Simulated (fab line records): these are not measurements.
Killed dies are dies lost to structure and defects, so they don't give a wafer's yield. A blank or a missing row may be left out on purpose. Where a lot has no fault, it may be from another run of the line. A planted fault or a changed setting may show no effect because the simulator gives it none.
fab line records	flow rit-cmos
record lots=5	wafers=23
route steps=202 shown NLDD@104 PLDD@122 NSD@139 PSD@149 SILICIDE@162 M1@188
start-h: the number of hours between the record's first day and the start of the first shown wafer of the lot	wait-h: hours elapsed since this lot's preceding step	" the same as in the row above	L1.1+2: several wafers, shown together as one row	- value missing, or start not given	* or withheld: withheld	< > ~ a bound
route shown NAME@n: NAME is a module with steps in the file, n the number in the route of the first one	usual: mean and standard deviation over wafers with no fault	same: alike in all rows	chamber/n: place in a boat	sites: each site's reading	_std_site: the standard deviation of these	_edge_site: outer sites' mean less inner sites'	radius-mm: how far each site lies from the wafer's centre	mask NAME#n: copy n	behind: the most recent tool/chamber to have shaped the wafer	hold: the reason the lot was held/the length of the hold in hours/how it ended	device: names the non-switching transistor (n, p or np)	end of line: tests of these same wafers at the route's end	where a step has no rows: the recipe by itself	killed: dies that structure and defects cost at the first sort, which is not the same as the wafer's yield	map: a wafer's dies, marking killed ones x, the rest . and places with no die _
set.NAME: setting as actually run; set.NAME@STEP: the setting as run at that earlier step	model.NAME: the simulator's own value behind a step, which no gauge read
lots whose settings were changed on purpose; a table a step, a row a wafer
## steps
# step RIT_NLDD_COAT_01
# recipe resist=NOVOLAK	spin-rpm=3250	resist-thk-nm=1000
lot.wafer	tool	chamber	start-h	wait-h	set.resist-thk-nm	model.NOVOLAK_of_NLDD_COAT_01.thk-nm
L077.1	litho-track-01	0	57.20	0.1	1000	1003
L077.2	"	0	"	"	1000	1004
L077.4	"	0	"	"	1000	1005
L077.5	"	0	"	"	1000	1002
L077.6	"	0	"	"	1000	1001
L078.1	litho-track-02	0	64.83	0.1	1000	1002
L078.2	"	0	"	"	943.9	942.8
L078.3	"	0	"	"	943.9	945.5
L078.5	"	0	"	"	1000	1005
L078.6	"	0	"	"	943.9	947
L079.1	litho-track-02	0	66.83	0.1	1000	1001
L079.2	"	0	"	"	1053	1055
L079.3	"	0	"	"	1053	1059
L079.4+6	"	0	"	"	1000	1002
L083.1	litho-track-01	0	88.04	0.1	1000	992.4
L083.2	"	0	"	"	1000	998.8
L083.4	"	0	"	"	1000	995.2
L085.1	litho-track-01	0	99.53	0.1	1058	1055
L085.2	"	0	"	"	1000	994.9
L085.4	"	0	"	"	1058	1058
L085.5	"	0	"	"	1000	996.5
L085.6	"	0	"	"	1000	996.2
# step RIT_NLDD_SOFTBAKE_02
# recipe resist=NOVOLAK	temp-c=90	time-s=60
# step RIT_NLDD_EXPOSE_03
# recipe mask-id=M7	na=0.57	target-cd-nm=40700	dose-mj=250
# step RIT_NLDD_DEVELOP_05
# recipe resist=NOVOLAK	develop-time-s=50	dev-temp-c=23
# step RIT_NLDD_HARDBAKE_07
# recipe resist=NOVOLAK	temp-c=140	time-s=60
lot.wafer	tool	chamber	start-h	wait-h	set.resist-thk-nm@NLDD_COAT_01	model.NOVOLAK_of_NLDD_COAT_01.thk-nm
L077.1	litho-track-04	0	57.94	0.0	1000	886.4
L077.2	"	0	"	"	1000	887.7
L077.4	"	0	"	"	1000	888.4
L077.5	"	0	"	"	1000	885.9
L077.6	"	0	"	"	1000	884.4
L078.1	litho-track-01	0	65.69	0.0	1000	885.6
L078.2	"	0	"	"	943.9	833.7
L078.3	"	0	"	"	943.9	836
L078.5	"	0	"	"	1000	888.2
L078.6	"	0	"	"	943.9	837.3
L079.1	litho-track-04	0	67.69	0.0	1000	884.8
L079.2	"	0	"	"	1053	932.1
L079.3	"	0	"	"	1053	935
L079.4	"	0	"	"	1000	885.8
L079.6	"	0	"	"	1000	885.5
L083.1	litho-track-04	0	88.78	0.0	1000	877.2
L083.2	"	0	"	"	1000	882.8
L083.4	"	0	"	"	1000	879.6
L085.1	litho-track-04	0	100.26	0.0	1058	932.2
L085.2	"	0	"	"	1000	879.3
L085.4	"	0	"	"	1058	934.4
L085.5	"	0	"	"	1000	880.7
L085.6	"	0	"	"	1000	880.4
# step RIT_PLDD_IMPLANT_08
# recipe species=BF2	energy-kev=20	dose-cm2=9e+14	tilt-deg=7
lot.wafer	tool	chamber	start-h	wait-h	set.dose-cm2
L077.1+4	implanter-02	0	59.61	0.1	9e+14
L077.2+5+6	"	0	"	"	9.526e+14
L078.1+2+5	implanter-03	0	67.26	0.1	9e+14
L078.3+6	"	0	"	"	8.742e+14
L079.1+2+4	implanter-03	0	69.38	0.1	8.613e+14
L079.3+6	"	0	"	"	9e+14
L083.1+2+4	implanter-03	0	90.35	0.1	9e+14
L085.1+5+6	implanter-03	0	101.97	0.1	9e+14
L085.2+4	"	0	"	"	9.549e+14
# step RIT_NSD_IMPLANT_08
# recipe species=P	energy-kev=25	dose-cm2=1e+15	tilt-deg=7
lot.wafer	tool	chamber	start-h	wait-h	set.energy-kev	model.implant.rp-nm	model.implant.drp-nm
L077.1+6	implanter-02	0	64.02	0.1	23.85	32.08	14.42
L077.2+4+5	"	0	"	"	25	33.12	14.84
L078.1+6	implanter-04	0	71.21	0.1	24.33	31.25	14.6
L078.2+3+5	"	0	"	"	25	31.83	14.84
L079.1+4+6	implanter-03	0	73.51	0.1	25	32.3	14.84
L079.2+3	"	0	"	"	25.38	32.64	14.97
L083.1+2+4	implanter-04	0	94.41	0.1	25	32	14.84
L085.1+6	implanter-02	0	106.82	0.1	26.04	32.84	15.21
L085.2+4+5	"	0	"	"	25	31.95	14.84
# step RIT_PSD_HARDBAKE_07
# recipe resist=NOVOLAK	temp-c=140	time-s=60
lot.wafer	tool	chamber	start-h	wait-h	set.temp-c
L077.1+2+5	litho-track-02	0	65.42	0.0	144.2
L077.4+6	"	0	"	"	140
L078.1+2+6	litho-track-03	0	72.48	0.0	144.1
L078.3+5	"	0	"	"	140
L079.1+3+6	litho-track-02	0	74.78	0.0	140
L079.2+4	"	0	"	"	143.4
L083.1+2+4	litho-track-03	0	96.00	0.0	140
L085.1+2+4+5+6	litho-track-04	0	108.21	0.0	140
# step RIT_PSD_IMPLANT_08
# recipe species=BF2	energy-kev=27	dose-cm2=5e+15	tilt-deg=7
# step RIT_PSD_STRIP_09
# recipe chemistry=O2	time-s=180	resist=NOVOLAK	platen-temp-c=withheld	power-w=500	pressure-mtorr=4000	o2-flow-sccm=4000
# step RIT_SDANNEAL_RS_MEAS_06
# recipe thk-meas-gauge=four-point-probe
# usual PLDD_RS=178.5/0.54
lot.wafer	tool	chamber	start-h	wait-h	set.dose-cm2@PLDD_IMPLANT_08	PLDD_RS[ohm/sq]
L077.1	film-metro-03	-	66.63	0.1	9e+14	178.0
L077.2	"	-	"	"	9.526e+14	173.6
L077.4	"	-	"	"	9e+14	177.7
L077.5	"	-	"	"	9.526e+14	173.5
L077.6	"	-	"	"	9.526e+14	173.9
L078.1	film-metro-02	-	73.68	0.1	9e+14	177.8
L078.2	"	-	"	"	9e+14	177.8
L078.3	"	-	"	"	8.742e+14	180.7
L078.5	"	-	"	"	9e+14	177.9
L078.6	"	-	"	"	8.742e+14	181.2
L079.1	film-metro-03	-	76.00	0.1	8.613e+14	182.7
L079.2	"	-	"	"	8.613e+14	182.8
L079.3	"	-	"	"	9e+14	178.7
L079.4	"	-	"	"	8.613e+14	182.4
L079.6	"	-	"	"	9e+14	178.5
L083.1	film-metro-01	-	97.24	0.1	9e+14	178.4
L083.2	"	-	"	"	9e+14	178.8
L083.4	"	-	"	"	9e+14	178.5
L085.1	film-metro-01	-	109.43	0.1	9e+14	179.0
L085.2	"	-	"	"	9.549e+14	173.9
L085.4	"	-	"	"	9.549e+14	173.5
L085.5	"	-	"	"	9e+14	178.6
L085.6	"	-	"	"	9e+14	179.0
# step RIT_SILICIDE_SPUTTER_01
# recipe material=Ti	target-thk-nm=30	power-w=350	chamber-pressure-pa=0.667	gas=Ar	time-s=240	substrate-temp-c=25
lot.wafer	tool	chamber	start-h	wait-h	set.time-s	model.Ti_of_SILICIDE_SPUTTER_01.thk-nm
L077.1	pvd-sputter-04	-	66.89	0.0	240	29.93
L077.2	"	-	"	"	240	30.63
L077.4	"	-	"	"	209.2	26.33
L077.5	"	-	"	"	209.2	27.05
L077.6	"	-	"	"	209.2	26.27
L078.1	pvd-sputter-03	-	73.94	0.0	240	30.47
L078.2	"	-	"	"	204.4	26
L078.3	"	-	"	"	240	29.74
L078.5	"	-	"	"	240	30.01
L078.6	"	-	"	"	204.4	25.13
L079.1	pvd-sputter-04	-	76.25	0.0	240	29.78
L079.2	"	-	"	"	265	32.5
L079.3	"	-	"	"	240	30.31
L079.4	"	-	"	"	265	33.39
L079.6	"	-	"	"	265	33.08
L083.1	pvd-sputter-03	-	97.49	0.0	240	30.28
L083.2	"	-	"	"	240	29.76
L083.4	"	-	"	"	240	30.11
L085.1	pvd-sputter-02	-	109.68	0.0	240	30.23
L085.2	"	-	"	"	255.4	32.23
L085.4	"	-	"	"	255.4	31.96
L085.5	"	-	"	"	240	29.98
L085.6	"	-	"	"	240	30.22
# step RIT_SILICIDE_RS_MEAS_02
# recipe thk-meas-gauge=four-point-probe	reads=Ti_of_SILICIDE_SPUTTER_01
# usual SILICIDE_TI_RS=47.4/0.8
lot.wafer	tool	chamber	start-h	wait-h	set.time-s@SILICIDE_SPUTTER_01	SILICIDE_TI_RS[ohm/sq]
L077.1	film-metro-04	-	67.04	0.1	240	48.1
L077.2	"	-	"	"	240	46.6
L077.4	"	-	"	"	209.2	56.4
L077.5	"	-	"	"	209.2	54.4
L077.6	"	-	"	"	209.2	56.6
L078.1	film-metro-03	-	74.09	0.1	240	47.0
L078.2	"	-	"	"	204.4	57.4
L078.3	"	-	"	"	240	48.4
L078.5	"	-	"	"	240	47.7
L078.6	"	-	"	"	204.4	59.7
L079.1	film-metro-02	-	76.40	0.1	240	48.3
L079.2	"	-	"	"	265	43.3
L079.3	"	-	"	"	240	47.3
L079.4	"	-	"	"	265	41.9
L079.6	"	-	"	"	265	42.5
L083.1	film-metro-03	-	97.64	0.1	240	47.2
L083.2	"	-	"	"	240	48.3
L083.4	"	-	"	"	240	47.6
L085.1	film-metro-04	-	109.83	0.1	240	47.4
L085.2	"	-	"	"	255.4	43.8
L085.4	"	-	"	"	255.4	44.2
L085.5	"	-	"	"	240	47.9
L085.6	"	-	"	"	240	47.3
# step RIT_SILICIDE_THK_MEAS_03
# recipe thk-meas-gauge=xrf	reads=Ti_of_SILICIDE_SPUTTER_01
# usual SILICIDE_TI_THK=30.2/0.44
lot.wafer	tool	chamber	start-h	wait-h	set.time-s@SILICIDE_SPUTTER_01	SILICIDE_TI_THK[nm]
L077.1	film-metro-04	-	67.16	0.1	240	30.2
L077.2	"	-	"	"	240	30.7
L077.4	"	-	"	"	209.2	26.5
L077.5	"	-	"	"	209.2	27.1
L077.6	"	-	"	"	209.2	26.5
L078.1	film-metro-03	-	74.21	0.1	240	30.2
L078.2	"	-	"	"	204.4	25.7
L078.3	"	-	"	"	240	29.6
L078.5	"	-	"	"	240	29.9
L078.6	"	-	"	"	204.4	24.9
L079.1	film-metro-02	-	76.52	0.1	240	30.0
L079.2	"	-	"	"	265	32.7
L079.3	"	-	"	"	240	30.5
L079.4	"	-	"	"	265	33.7
L079.6	"	-	"	"	265	33.1
L083.1	film-metro-03	-	97.76	0.1	240	30.2
L083.2	"	-	"	"	240	29.5
L083.4	"	-	"	"	240	30.0
L085.1	film-metro-04	-	109.95	0.1	240	30.4
L085.2	"	-	"	"	255.4	32.4
L085.4	"	-	"	"	255.4	32.1
L085.5	"	-	"	"	240	30.1
L085.6	"	-	"	"	240	30.3
# step RIT_M1_COAT_04
# recipe resist=NOVOLAK	spin-rpm=2000	resist-thk-nm=1300
lot.wafer	tool	chamber	start-h	wait-h	set.resist-thk-nm	model.NOVOLAK_of_M1_COAT_04.thk-nm
L077.1	litho-track-02	0	70.41	0.1	1300	1296
L077.2	"	0	"	"	1354	1357
L077.4	"	0	"	"	1300	1298
L077.5	"	0	"	"	1300	1302
L077.6	"	0	"	"	1354	1353
L078.1	litho-track-01	0	77.48	0.1	1232	1231
L078.2	"	0	"	"	1300	1297
L078.3	"	0	"	"	1232	1234
L078.5	"	0	"	"	1300	1299
L078.6	"	0	"	"	1232	1235
L079.1	litho-track-01	0	79.76	0.1	1366	1361
L079.2	"	0	"	"	1366	1357
L079.3	"	0	"	"	1300	1293
L079.4	"	0	"	"	1366	1356
L079.6	"	0	"	"	1300	1290
L083.1+2	litho-track-01	0	100.85	0.1	1300	1295
L083.4	"	0	"	"	1300	1301
L085.1	litho-track-01	0	113.31	0.1	1300	1304
L085.2	"	0	"	"	1343	1342
L085.4	"	0	"	"	1300	1299
L085.5	"	0	"	"	1343	1344
L085.6	"	0	"	"	1343	1343
# step RIT_M1_SOFTBAKE_05
# recipe resist=NOVOLAK	temp-c=90	time-s=60
lot.wafer	tool	chamber	start-h	wait-h	set.temp-c
L077.1+5	litho-track-02	0	70.56	0.1	88.37
L077.2+4+6	"	0	"	"	90
L078.1+3	litho-track-01	0	77.63	0.1	92.76
L078.2+5+6	"	0	"	"	90
L079.1+2+3+4+6	litho-track-01	0	79.91	0.1	90
L083.1+2+4	litho-track-01	0	101.00	0.1	90
L085.1+5	litho-track-01	0	113.46	0.1	90
L085.2+4+6	"	0	"	"	88.12
# step RIT_M1_EXPOSE_06
# recipe mask-id=M12	na=0.6	source-shape=conventional	sigma-outer=0.5	target-cd-nm=2600	dose-mj=250
# step RIT_M1_PEB_07
# recipe resist=NOVOLAK	temp-c=withheld	time-s=withheld
# step RIT_M1_HARDBAKE_11
# recipe resist=NOVOLAK	temp-c=140	time-s=120
lot.wafer	tool	chamber	start-h	wait-h	set.resist-thk-nm@M1_COAT_04	model.NOVOLAK_of_M1_COAT_04.thk-nm
L077.1	litho-track-02	0	71.29	0.0	1300	1134
L077.2	"	0	"	"	1354	1186
L077.4	"	0	"	"	1300	1135
L077.5	"	0	"	"	1300	1139
L077.6	"	0	"	"	1354	1183
L078.1	litho-track-01	0	78.37	0.0	1232	1078
L078.2	"	0	"	"	1300	1134
L078.3	"	0	"	"	1232	1080
L078.5	"	0	"	"	1300	1136
L078.6	"	0	"	"	1232	1081
L079.1	litho-track-02	0	80.66	0.0	1366	1190
L079.2	"	0	"	"	1366	1186
L079.3	"	0	"	"	1300	1131
L079.4	"	0	"	"	1366	1185
L079.6	"	0	"	"	1300	1128
L083.1+2	litho-track-02	0	101.73	0.0	1300	1133
L083.4	"	0	"	"	1300	1138
L085.1	litho-track-02	0	114.19	0.0	1300	1141
L085.2	"	0	"	"	1343	1173
L085.4	"	0	"	"	1300	1136
L085.5	"	0	"	"	1343	1175
L085.6	"	0	"	"	1343	1174
# step RIT_M1_METAL_ETCH_12
# recipe stop-on=SiO2	chemistry=Cl2/BCl3	target=Al	time-s=165	over-etch-frac=0.5	pressure-mtorr=100	target-depth-a=6000	rf-w=250	Cl2_flow_sccm=60	bcl3-flow-sccm=50
lot.wafer	tool	chamber	start-h	wait-h	set.over-etch-frac	set.resist-thk-nm@M1_COAT_04	model.NOVOLAK_of_M1_COAT_04.thk-nm
L077.1	rie-metal-03	0	71.54	0.2	0.4604	1300	807
L077.2	"	1	"	"	0.5	1354	857.4
L077.4	"	0	"	"	0.4604	1300	806.8
L077.5	"	1	"	"	0.5	1300	810.1
L077.6	"	0	"	"	0.5	1354	846.9
L078.1	rie-metal-04	0	78.62	0.2	0.4378	1232	761.2
L078.2	"	1	"	"	0.4378	1300	833.7
L078.3	"	0	"	"	0.5	1232	754.4
L078.5	"	1	"	"	0.4378	1300	835.5
L078.6	"	0	"	"	0.5	1232	752.7
L079.1	rie-metal-02	0	80.91	0.2	0.5973	1366	842.5
L079.2	"	1	"	"	0.5973	1366	814.9
L079.3	"	1	"	"	0.5973	1300	757.6
L079.4	"	0	"	"	0.5	1366	859.9
L079.6	"	0	"	"	0.5	1300	801.5
L083.1	rie-metal-02	0	101.98	0.2	0.5	1300	802.3
L083.2	"	1	"	"	0.5	1300	787.8
L083.4	"	0	"	"	0.5	1300	808.5
L085.1	rie-metal-02	0	114.44	0.2	0.5	1300	813.3
L085.2	"	1	"	"	0.5	1343	825.8
L085.4	"	0	"	"	0.5	1300	805.1
L085.5	"	0	"	"	0.5	1343	845.9
L085.6	"	1	"	"	0.5	1343	829.1
# step RIT_M1_STRIP_13
# recipe chemistry=nmp	resist=NOVOLAK	temp-c=80	time-s=600	dry=n2-spin
# step RIT_M1_STRIP_14
# recipe chemistry=O2	time-s=180	platen-temp-c=withheld	power-w=500	pressure-mtorr=4000	o2-flow-sccm=4000
# step RIT_M1_CD_MEAS_90
# recipe target-cd-nm=2600
# usual cd-nm=2599/3.5
lot.wafer	tool	chamber	start-h	wait-h	set.resist-thk-nm@M1_COAT_04	cd-nm
L077.1	cd-sem-01	-	72.05	0.1	1300	2598
L077.2	"	-	"	"	1354	2608
L077.4	"	-	"	"	1300	2598
L077.5	"	-	"	"	1300	2601
L077.6	"	-	"	"	1354	2607
L078.1	cd-sem-01	-	79.13	0.1	1232	2590
L078.2	"	-	"	"	1300	2603
L078.3	"	-	"	"	1232	2590
L078.5	"	-	"	"	1300	2601
L078.6	"	-	"	"	1232	2594
L079.1	cd-sem-02	-	81.45	0.1	1366	2605
L079.2	"	-	"	"	1366	2604
L079.3	"	-	"	"	1300	2599
L079.4	"	-	"	"	1366	2603
L079.6	"	-	"	"	1300	2599
L083.1	cd-sem-02	-	102.49	0.1	1300	2597
L083.2	"	-	"	"	1300	2596
L083.4	"	-	"	"	1300	2596
L085.1	cd-sem-02	-	114.95	0.1	1300	2595
L085.2	"	-	"	"	1343	2599
L085.4	"	-	"	"	1300	2595
L085.5	"	-	"	"	1343	2598
L085.6	"	-	"	"	1343	2599
## key
split step=RIT_NLDD_COAT_01	setting=resist-thk-nm	stated=1000	by=wafer
response step=RIT_NLDD_COAT_01	reading=model.NOVOLAK_of_NLDD_COAT_01.thk-nm	change=+10.4	per=1%	r=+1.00
response step=RIT_NLDD_HARDBAKE_07	reading=model.NOVOLAK_of_NLDD_COAT_01.thk-nm	change=+9.13	per=1%	r=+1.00
split step=RIT_PLDD_IMPLANT_08	setting=dose-cm2	stated=9e+14	by=wafer
response step=RIT_SDANNEAL_RS_MEAS_06	reading=PLDD_RS	change=-0.841	per=1%	r=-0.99
split step=RIT_NSD_IMPLANT_08	setting=energy-kev	stated=25	by=wafer
response step=RIT_NSD_IMPLANT_08	reading=model.implant.rp-nm	change=+0.22	per=1%	r=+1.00
response step=RIT_NSD_IMPLANT_08	reading=model.implant.drp-nm	change=+0.0897	per=1%	r=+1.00
split step=RIT_PSD_HARDBAKE_07	setting=temp-c	stated=140	by=wafer
response none clear
split step=RIT_SILICIDE_SPUTTER_01	setting=time-s	stated=240	by=wafer
response step=RIT_SILICIDE_SPUTTER_01	reading=model.Ti_of_SILICIDE_SPUTTER_01.thk-nm	change=+0.296	per=1%	r=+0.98
response step=RIT_SILICIDE_RS_MEAS_02	reading=SILICIDE_TI_RS	change=-0.649	per=1%	r=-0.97
response step=RIT_SILICIDE_THK_MEAS_03	reading=SILICIDE_TI_THK	change=+0.297	per=1%	r=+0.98
split step=RIT_M1_COAT_04	setting=resist-thk-nm	stated=1300	by=wafer
response step=RIT_M1_COAT_04	reading=model.NOVOLAK_of_M1_COAT_04.thk-nm	change=+12.8	per=1%	r=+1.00
response step=RIT_M1_HARDBAKE_11	reading=model.NOVOLAK_of_M1_COAT_04.thk-nm	change=+11.1	per=1%	r=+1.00
response step=RIT_M1_METAL_ETCH_12	reading=model.NOVOLAK_of_M1_COAT_04.thk-nm	change=+12	per=1%	r=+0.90
response step=RIT_M1_CD_MEAS_90	reading=cd-nm	change=+1.57	per=1%	r=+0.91
split step=RIT_M1_SOFTBAKE_05	setting=temp-c	stated=90	by=wafer
response none clear
split step=RIT_M1_METAL_ETCH_12	setting=over-etch-frac	stated=0.5	by=wafer
response none clear
